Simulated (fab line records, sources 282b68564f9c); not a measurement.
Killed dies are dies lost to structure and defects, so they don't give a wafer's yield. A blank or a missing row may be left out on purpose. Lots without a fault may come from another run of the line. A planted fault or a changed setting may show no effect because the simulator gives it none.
fab line records | flow rit_cmos
record lots=16 wafers=48 last_day=7
route steps=202 shown M1@190
lots that met no fault: from a run of the same line without faults
start_h: hours from the record's first day to the start of the lot's first wafer shown | wait_h: hours since the lot's step before | " the same as in the row above | L1.1+2: a row that stands for several wafers | - no value, or no start given | * or withheld: withheld | < > ~ a bound
route shown NAME@n: a module of which the file shows steps, and the number in the route of the first | usual: mean/standard deviation of fault-free wafers | same: alike in all rows | chamber/n: place in a boat | sites: the reading at each site | _std_site: their standard deviation | _edge_site: outer sites' mean less inner sites' | radius_mm: how far each site lies from the wafer's centre | mask NAME#n: copy n | behind: the tool/chamber that last shaped the wafer | hold: why the lot was held/for how many hours/how that ended | device: the transistor (n, p or np) that didn't switch | end of line: the same wafers' tests at the end of the route | a step without rows: its recipe alone | killed: dies lost to structure and defects at the first sort, not the wafer's yield | map: a wafer's dies, x killed, . not, _ none there
set.NAME: the setting as run; set.NAME@STEP: as run at that earlier step | model.NAME: the simulator's own value behind a step, which no gauge read
steps of the route over a sample of lots; a table a step, a row a wafer
services: from which hour (start_h, from the record's first day; less than 0 if before it) a tool's chamber was out of use, for how many hours, and why
## steps
# step RIT_M1_EXPOSE_06
# recipe mask_id=M12 na=0.6 source_shape=conventional sigma_outer=0.5 target_cd_nm=2600 dose_mj=250
# usual focus_offset_nm=0.1/0.55 stage_vel_mm_s=500.00/0.24
# columns lot.wafer tool chamber start_h wait_h mask focus_offset_nm stage_vel_mm_s
L256.1 iline_stepper-01 0 57.09 0.2 M12#0 -0.4 500.37
L256.2 " 0 " " M12#0 -0.9 500.14
L256.4 " 0 " " M12#0 0.1 500.29
L257.1 iline_stepper-02 0 65.95 0.2 M12#0 0.5 500.05
L257.2 " 0 " " M12#0 0.0 500.13
L257.6 " 0 " " M12#0 -0.1 500.20
L258.2 iline_stepper-02 0 70.08 0.1 M12#0 -0.4 499.99
L258.4 " 0 " " M12#0 -0.7 500.13
L258.6 " 0 " " M12#0 0.2 500.21
L261.1 iline_stepper-01 0 83.44 0.2 M12#0 0.3 499.79
L261.3 " 0 " " M12#0 1.1 499.72
L261.5 " 0 " " M12#0 0.5 499.73
L262.1 iline_stepper-02 0 89.84 0.2 M12#0 -0.2 499.79
L262.3 " 0 " " M12#0 -0.1 499.97
L262.6 " 0 " " M12#0 -0.7 499.87
L263.1 iline_stepper-02 0 100.24 0.1 M12#0 1.0 500.16
L263.2 " 0 " " M12#0 -0.1 500.09
L263.3 " 0 " " M12#0 0.1 499.93
L265.1 iline_stepper-02 0 105.56 0.1 M12#0 0.6 499.87
L265.3 " 0 " " M12#0 0.5 500.27
L265.4 " 0 " " M12#0 0.3 500.21
L266.2 iline_stepper-02 0 110.32 0.1 M12#0 1.3 500.35
L266.4 " 0 " " M12#0 1.0 500.17
L266.5 " 0 " " M12#0 1.1 500.18
L269.2 iline_stepper-01 0 124.17 0.2 M12#0 0.4 499.57
L269.5 " 0 " " M12#0 -0.2 500.20
L269.6 " 0 " " M12#0 0.5 499.95
L270.2 iline_stepper-01 0 129.03 0.1 M12#0 -0.2 499.62
L270.3 " 0 " " M12#0 -0.3 500.05
L270.6 " 0 " " M12#0 -0.5 499.52
L271.1 iline_stepper-02 0 135.22 0.2 M12#0 0.0 500.08
L271.4 " 0 " " M12#0 -0.5 500.16
L271.5 " 0 " " M12#0 -1.2 499.69
L273.4 iline_stepper-02 0 143.82 0.1 M12#0 0.3 499.94
L273.5 " 0 " " M12#0 -0.2 500.20
L273.6 " 0 " " M12#0 -0.3 500.05
L274.3 iline_stepper-02 0 147.13 0.1 M12#0 -0.9 500.28
L274.4 " 0 " " M12#0 -0.6 500.19
L274.6 " 0 " " M12#0 0.2 500.05
L275.1 iline_stepper-02 0 154.41 0.1 M12#0 -0.6 499.77
L275.2 " 0 " " M12#0 -1.0 500.04
L275.4 " 0 " " M12#0 -0.5 500.22
L276.1 iline_stepper-02 0 160.39 0.1 M12#0 0.3 499.70
L276.3 " 0 " " M12#0 -0.4 499.92
L276.6 " 0 " " M12#0 0.5 499.58
L277.3 iline_stepper-02 0 162.76 0.1 M12#0 0.0 499.99
L277.4 " 0 " " M12#0 0.7 499.79
L277.6 " 0 " " M12#0 0.6 499.81
# step RIT_M1_OVL_MEAS_10
# usual M1_OVL=1.0/1.5
# columns lot.wafer tool chamber start_h wait_h M1_OVL[nm]
L256.1 overlay-02 - 57.64 0.1 3.9
L256.2 " - " " 3.0
L256.4 " - " " 3.0
L257.1 overlay-01 - 66.50 0.1 2.4
L257.2 " - " " 2.8
L257.6 " - " " 2.8
L258.2 overlay-02 - 70.62 0.1 0.3
L258.4 " - " " 1.9
L258.6 " - " " 0.9
L261.1 overlay-01 - 84.00 0.1 3.2
L261.3 " - " " 1.7
L261.5 " - " " 3.2
L262.1 overlay-02 - 90.51 0.1 -1.0
L262.3 " - " " 0.1
L262.6 " - " " 0.2
L263.1 overlay-01 - 100.95 0.1 -2.1
L263.2 " - " " 0.2
L263.3 " - " " -0.6
L265.1 overlay-01 - 106.11 0.1 2.2
L265.3 " - " " 2.6
L265.4 " - " " 3.0
L266.2 overlay-01 - 110.86 0.1 0.3
L266.4 " - " " 0.1
L266.5 " - " " -0.9
L269.2 overlay-02 - 124.71 0.1 0.4
L269.5 " - " " 1.5
L269.6 " - " " 2.4
L270.2 overlay-01 - 129.57 0.1 3.0
L270.3 " - " " 2.0
L270.6 " - " " 1.5
L271.1 overlay-01 - 135.77 0.1 -0.4
L271.4 " - " " -1.7
L271.5 " - " " -0.2
L273.4 overlay-01 - 144.33 0.1 -0.1
L273.5 " - " " 0.1
L273.6 " - " " 0.5
L274.3 overlay-01 - 147.65 0.1 361.6
L274.4 " - " " 361.3
L274.6 " - " " 361.3
L275.1 overlay-01 - 154.96 0.1 361.3
L275.2 " - " " 360.1
L275.4 " - " " 360.9
L276.1 overlay-01 - 160.94 0.1 361.9
L276.3 " - " " 359.0
L276.6 " - " " 359.6
L277.3 overlay-01 - 163.28 0.1 361.9
L277.4 " - " " 362.0
L277.6 " - " " 362.2
# step RIT_M1_PROBE_99
# usual defect_limited_yield=97.4/1 killed_at_contacts=0.1/0.25 killed_at_front_end=6.8/2.7 killed_dies=6.8/2.7 killed_open=3.4/1.8 killed_short=3.5/1.7 sort_bin_3_pad_short=0.1/0.23 sort_bin_5_function=1.5/0.67 sort_bin_6_memory=1.0/0.67 sort_n_pass=257.2/2.7 sort_yield_pct=97.4/1
# same gross_dies=264 killed_at_M0_to_M3=0 killed_at_M4_up=0 killed_at_back_side=0 killed_at_other=0
# columns lot.wafer tool chamber start_h wait_h defect_limited_yield[%] killed_at_contacts killed_at_front_end killed_dies killed_open killed_short sort_bin_3_pad_short[%] sort_bin_5_function[%] sort_bin_6_memory[%] sort_n_pass sort_yield_pct[%]
L256.1 prober-01 - 60.19 0.1 98.5 0 4 4 2 2 0.4 0.8 0.4 260.0 98.5
L256.2 prober-01 - 60.24 0.1 98.5 0 4 4 4 0 0 1.1 0.4 260.0 98.5
L256.4 prober-01 - 60.34 0.2 98.1 0 5 5 2 3 0 1.1 0.8 259.0 98.1
L257.1 prober-02 - 69.03 0.1 96.6 1 8 9 5 4 0 1.9 1.5 255.0 96.6
L257.2 prober-02 - 69.08 0.1 97.3 1 6 7 2 5 0.8 1.5 0.4 257.0 97.3
L257.6 prober-02 - 69.28 0.2 96.6 0 9 9 6 3 0.8 1.1 1.5 255.0 96.6
L258.2 prober-01 - 73.20 0.1 95.8 0 11 11 7 4 0 3.0 1.1 253.0 95.8
L258.4 prober-01 - 73.30 0.2 97.3 1 6 7 4 3 0.8 1.1 0.8 257.0 97.3
L258.6 prober-01 - 73.40 0.2 98.1 0 5 5 3 2 0 1.5 0.4 259.0 98.1
L261.1 prober-02 - 86.54 0.1 97.3 0 7 7 3 4 0.4 1.5 0.8 257.0 97.3
L261.3 prober-02 - 86.64 0.2 95.8 0 11 11 6 5 0 1.5 2.7 253.0 95.8
L261.5 prober-02 - 86.74 0.2 93.9 0 16 16 8 8 0.4 1.9 3.8 248.0 93.9
L262.1 prober-01 - 93.04 0.1 98.5 0 4 4 4 0 0 1.5 0 260.0 98.5
L262.3 prober-01 - 93.14 0.2 96.2 0 10 10 4 6 0.8 1.5 1.5 254.0 96.2
L262.6 prober-01 - 93.29 0.2 98.9 0 3 3 1 2 0 0.8 0.4 261.0 98.9
L263.1 prober-01 - 127.30 0.1 98.5 0 4 4 1 3 0 1.1 0.4 260.0 98.5
L263.2 prober-01 - 127.35 0.1 97.3 0 7 7 4 3 0 1.9 0.8 257.0 97.3
L263.3 prober-01 - 127.40 0.2 98.1 0 5 5 2 3 0 1.5 0.4 259.0 98.1
L265.1 prober-01 - 128.20 0.9 97.0 1 7 8 5 3 0.4 1.9 0.8 256.0 97.0
L265.3 prober-01 - 128.30 0.9 97.0 0 8 8 4 4 0.8 1.1 1.1 256.0 97.0
L265.4 prober-01 - 128.35 1.0 97.7 0 6 6 3 3 0 0.8 1.5 258.0 97.7
L266.2 prober-01 - 128.55 1.2 98.9 0 3 3 0 3 0 0.8 0.4 261.0 98.9
L266.4 prober-01 - 128.65 1.3 98.1 0 5 5 5 0 0 1.1 0.8 259.0 98.1
L266.5 prober-01 - 128.70 1.3 99.2 0 2 2 0 2 0 0.4 0.4 262.0 99.2
L269.2 prober-01 - 128.85 1.5 97.7 0 6 6 3 3 0.4 0.4 1.5 258.0 97.7
L269.5 prober-01 - 129.00 1.6 95.1 0 13 13 4 9 0.8 2.7 1.5 251.0 95.1
L269.6 prober-01 - 129.05 1.6 97.0 0 8 8 5 3 0 1.1 1.9 256.0 97.0
L270.2 prober-01 - 132.15 0.1 97.3 0 7 7 2 5 0.4 1.9 0.4 257.0 97.3
L270.3 prober-01 - 132.20 0.2 98.5 0 4 4 2 2 0.4 0.8 0.4 260.0 98.5
L270.6 prober-01 - 132.35 0.2 98.5 0 4 4 4 0 0 0.8 0.8 260.0 98.5
L271.1 prober-01 - 138.31 0.1 97.7 0 6 6 2 4 0.4 0.8 1.1 258.0 97.7
L271.4 prober-01 - 138.46 0.2 97.7 0 6 6 2 4 0 0.8 1.5 258.0 97.7
L271.5 prober-01 - 138.51 0.2 96.6 0 9 9 5 4 0 1.9 1.5 255.0 96.6
L273.4 prober-01 - 147.00 0.2 97.7 0 6 6 3 3 0 1.1 1.1 258.0 97.7
L273.5 prober-01 - 147.05 0.2 98.9 0 3 3 0 3 0 0.8 0.4 261.0 98.9
L273.6 prober-01 - 147.10 0.2 98.1 0 5 5 3 2 0 1.1 0.8 259.0 98.1
L274.3 prober-01 - 150.28 0.2 96.6 0 9 9 5 4 0 1.5 1.9 255.0 96.6
L274.4 prober-01 - 150.33 0.2 97.7 0 6 6 4 2 0 1.5 0.8 258.0 97.7
L274.6 prober-01 - 150.43 0.2 97.3 0 7 7 3 4 0 1.5 1.1 257.0 97.3
L275.1 prober-02 - 157.59 0.1 96.6 1 8 9 5 4 0 2.7 0.8 255.0 96.6
L275.2 prober-02 - 157.64 0.1 97.0 0 8 8 4 4 0 1.5 1.5 256.0 97.0
L275.4 prober-02 - 157.74 0.2 96.2 0 10 10 5 5 0 2.3 1.5 254.0 96.2
L276.1 prober-01 - 163.48 0.1 98.5 0 4 4 1 3 0 1.5 0 260.0 98.5
L276.3 prober-01 - 163.58 0.2 95.8 0 11 11 5 6 0.4 2.7 1.1 253.0 95.8
L276.6 prober-01 - 163.73 0.2 95.1 0 13 13 6 7 0 2.3 2.7 251.0 95.1
L277.3 prober-02 - 166.03 0.2 97.7 0 6 6 3 3 0.4 1.5 0.4 258.0 97.7
L277.4 prober-02 - 166.08 0.2 97.0 0 8 8 4 4 0 1.9 1.1 256.0 97.0
L277.6 prober-02 - 166.18 0.2 95.5 0 12 12 4 8 0.4 2.3 1.9 252.0 95.5
# killed by level:class
L256.1 GATE:geometric_particle:open=1 GATE:geometric_particle:short=1 SPACER:geometric_particle:open=1 SILICIDE:geometric_particle:short=1
L256.2 SPACER:geometric_particle:open=2 GATE:geometric_particle:open=1 SILICIDE:geometric_particle:open=1
L256.4 FOX2:geometric_particle:short=2 SPACER:geometric_particle:open=2 FOX1:geometric_particle:short=1
L257.1 GATE:geometric_particle:open=2 SILICIDE:geometric_particle:open=2 FOX1:geometric_particle:short=1 GATE:geometric_particle:short=1 REOX:geometric_particle:short=1 SPACER:geometric_particle:open=1 CONTACT:geometric_particle:short=1
L257.2 GATE:geometric_particle:short=3 FOX1:geometric_particle:open=1 FOX1:geometric_particle:short=1 GATE:geometric_particle:open=1 CONTACT:geometric_particle:short=1
L257.6 FOX1:geometric_particle:open=3 SPACER:geometric_particle:open=2 REOX:geometric_particle:short=1 REOX:geometric_particle:open=1 SPACER:geometric_particle:short=1 SILICIDE:geometric_particle:short=1
L258.2 GATE:geometric_particle:open=6 FOX1:geometric_particle:short=2 GATE:geometric_particle:short=1 SPACER:geometric_particle:short=1 SILICIDE:geometric_particle:open=1
L258.4 GATE:geometric_particle:short=3 FOX1:geometric_particle:open=2 GATE:geometric_particle:open=1 CONTACT:geometric_particle:open=1
L258.6 GATE:geometric_particle:open=2 FOX2:geometric_particle:short=1 REOX:geometric_particle:open=1 SILICIDE:geometric_particle:short=1
L261.1 GATE:geometric_particle:open=2 GATE:geometric_particle:short=2 SILICIDE:geometric_particle:short=2 REOX:geometric_particle:open=1
L261.3 GATE:geometric_particle:short=3 GATE:geometric_particle:open=2 FOX1:geometric_particle:open=1 FOX2:geometric_particle:open=1 REOX:geometric_particle:short=1 REOX:geometric_particle:open=1 SPACER:geometric_particle:open=1 SILICIDE:geometric_particle:short=1
L261.5 GATE:geometric_particle:open=6 GATE:geometric_particle:short=4 SILICIDE:geometric_particle:short=2 FOX2:geometric_particle:short=1 REOX:geometric_particle:open=1 REOX:geometric_particle:short=1 SILICIDE:geometric_particle:open=1
L262.1 FOX1:geometric_particle:open=3 SPACER:geometric_particle:open=1
L262.3 GATE:geometric_particle:short=2 REOX:geometric_particle:open=2 SILICIDE:geometric_particle:short=2 FOX1:geometric_particle:short=1 GATE:geometric_particle:open=1 SPACER:geometric_particle:open=1 SPACER:geometric_particle:short=1
L262.6 FOX2:geometric_particle:short=2 FOX2:geometric_particle:open=1
L263.1 GATE:geometric_particle:short=3 GATE:geometric_particle:open=1
L263.2 FOX1:geometric_particle:open=1 FOX2:geometric_particle:open=1 GATE:geometric_particle:open=1 GATE:geometric_particle:short=1 REOX:geometric_particle:short=1 REOX:geometric_particle:open=1 SILICIDE:geometric_particle:short=1
L263.3 GATE:geometric_particle:open=2 GATE:geometric_particle:short=1 REOX:geometric_particle:short=1 SPACER:geometric_particle:short=1
L265.1 GATE:geometric_particle:open=2 FOX1:geometric_particle:open=1 FOX2:geometric_particle:short=1 GATE:geometric_particle:short=1 REOX:geometric_particle:open=1 SPACER:geometric_particle:open=1 CONTACT:geometric_particle:short=1
L265.3 FOX1:geometric_particle:open=2 REOX:geometric_particle:short=2 SPACER:geometric_particle:short=2 GATE:geometric_particle:open=1 SPACER:geometric_particle:open=1
L265.4 GATE:geometric_particle:short=2 GATE:geometric_particle:open=1 REOX:geometric_particle:open=1 SILICIDE:geometric_particle:short=1 SILICIDE:geometric_particle:open=1
L266.2 GATE:geometric_particle:short=2 SILICIDE:geometric_particle:short=1
L266.4 FOX2:geometric_particle:open=2 SPACER:geometric_particle:open=2 GATE:geometric_particle:open=1
L266.5 GATE:geometric_particle:short=1 SILICIDE:geometric_particle:short=1
L269.2 FOX1:geometric_particle:short=2 GATE:geometric_particle:open=2 SPACER:geometric_particle:open=1 SPACER:geometric_particle:short=1
L269.5 FOX1:geometric_particle:short=3 FOX1:geometric_particle:open=2 SPACER:geometric_particle:short=2 FOX2:geometric_particle:open=2 FOX2:geometric_particle:short=2 GATE:geometric_particle:short=1 REOX:geometric_particle:short=1
L269.6 GATE:geometric_particle:short=2 GATE:geometric_particle:open=2 REOX:geometric_particle:open=2 FOX2:geometric_particle:short=1 FOX2:geometric_particle:open=1
L270.2 GATE:geometric_particle:short=2 REOX:geometric_particle:short=2 FOX2:geometric_particle:open=1 FOX2:geometric_particle:short=1 REOX:geometric_particle:open=1
L270.3 FOX2:geometric_particle:short=1 GATE:geometric_particle:short=1 GATE:geometric_particle:open=1 REOX:geometric_particle:open=1
L270.6 GATE:geometric_particle:open=3 SPACER:geometric_particle:open=1
L271.1 REOX:geometric_particle:short=2 GATE:geometric_particle:short=1 REOX:geometric_particle:open=1 SPACER:geometric_particle:open=1 SILICIDE:geometric_particle:short=1
L271.4 GATE:geometric_particle:open=2 GATE:geometric_particle:short=2 FOX2:geometric_particle:short=1 SILICIDE:geometric_particle:short=1
L271.5 GATE:geometric_particle:short=3 FOX2:geometric_particle:open=2 FOX1:geometric_particle:short=1 GATE:geometric_particle:open=1 REOX:geometric_particle:open=1 SILICIDE:geometric_particle:open=1
L273.4 FOX1:geometric_particle:open=1 FOX1:geometric_particle:short=1 GATE:geometric_particle:short=1 GATE:geometric_particle:open=1 REOX:geometric_particle:short=1 SILICIDE:geometric_particle:open=1
L273.5 GATE:geometric_particle:short=1 REOX:geometric_particle:short=1 SILICIDE:geometric_particle:short=1
L273.6 FOX1:geometric_particle:short=2 SILICIDE:geometric_particle:open=2 SPACER:geometric_particle:open=1
L274.3 FOX1:geometric_particle:short=2 GATE:geometric_particle:open=2 SPACER:geometric_particle:open=2 REOX:geometric_particle:short=1 REOX:geometric_particle:open=1 SILICIDE:geometric_particle:short=1
L274.4 GATE:geometric_particle:open=3 FOX2:geometric_particle:open=1 GATE:geometric_particle:short=1 SPACER:geometric_particle:short=1
L274.6 FOX1:geometric_particle:open=2 GATE:geometric_particle:short=2 FOX1:geometric_particle:short=1 GATE:geometric_particle:open=1 SPACER:geometric_particle:short=1
L275.1 GATE:geometric_particle:open=3 FOX1:geometric_particle:open=1 FOX2:geometric_particle:open=1 GATE:geometric_particle:short=1 REOX:geometric_particle:short=1 SPACER:geometric_particle:short=1 CONTACT:geometric_particle:short=1
L275.2 SILICIDE:geometric_particle:short=3 SPACER:geometric_particle:open=2 GATE:geometric_particle:open=1 GATE:geometric_particle:short=1 REOX:geometric_particle:open=1
L275.4 GATE:geometric_particle:short=2 SPACER:geometric_particle:open=2 SPACER:geometric_particle:short=2 FOX2:geometric_particle:open=1 GATE:geometric_particle:open=1 REOX:geometric_particle:open=1 SILICIDE:geometric_particle:short=1
L276.1 GATE:geometric_particle:short=2 FOX2:geometric_particle:open=1 SILICIDE:geometric_particle:short=1
L276.3 GATE:geometric_particle:short=4 REOX:geometric_particle:open=2 FOX1:geometric_particle:short=1 GATE:geometric_particle:open=1 SPACER:geometric_particle:open=1 SILICIDE:geometric_particle:short=1 SILICIDE:geometric_particle:open=1
L276.6 GATE:geometric_particle:short=4 REOX:geometric_particle:open=3 GATE:geometric_particle:open=2 REOX:geometric_particle:short=2 SILICIDE:geometric_particle:short=1 SILICIDE:geometric_particle:open=1
L277.3 GATE:geometric_particle:short=3 FOX2:geometric_particle:open=1 REOX:geometric_particle:open=1 SILICIDE:geometric_particle:open=1
L277.4 FOX2:geometric_particle:open=2 GATE:geometric_particle:open=2 REOX:geometric_particle:short=2 FOX2:geometric_particle:short=1 SILICIDE:geometric_particle:short=1
L277.6 GATE:geometric_particle:short=3 REOX:geometric_particle:short=2 SILICIDE:geometric_particle:open=2 SILICIDE:geometric_particle:short=2 FOX2:geometric_particle:short=1 GATE:geometric_particle:open=1 REOX:geometric_particle:open=1
## services
# columns tool chamber start_h hours kind
iline_stepper-02 - 36.19 1.7 pm
iline_stepper-01 - 47.06 4.2 repair
iline_stepper-01 - 137.83 1.7 pm
iline_stepper-01 - 149.55 10.1 repair
## key
first_sign step=RIT_M1_OVL_MEAS_10 reading=M1_OVL direction=up sigmas=99+ usual=1.0 struck=361.1
effect none on later readings
met_at RIT_M1_EXPOSE_06
struck_lots L274,L275,L276,L277
onset_between 143.82 147.13
also_fits time
fault kind=scanner_matching_overlay tool=iline_stepper-02 chamber=- onset_h=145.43 steps=RIT_M1_EXPOSE_06 offset=360
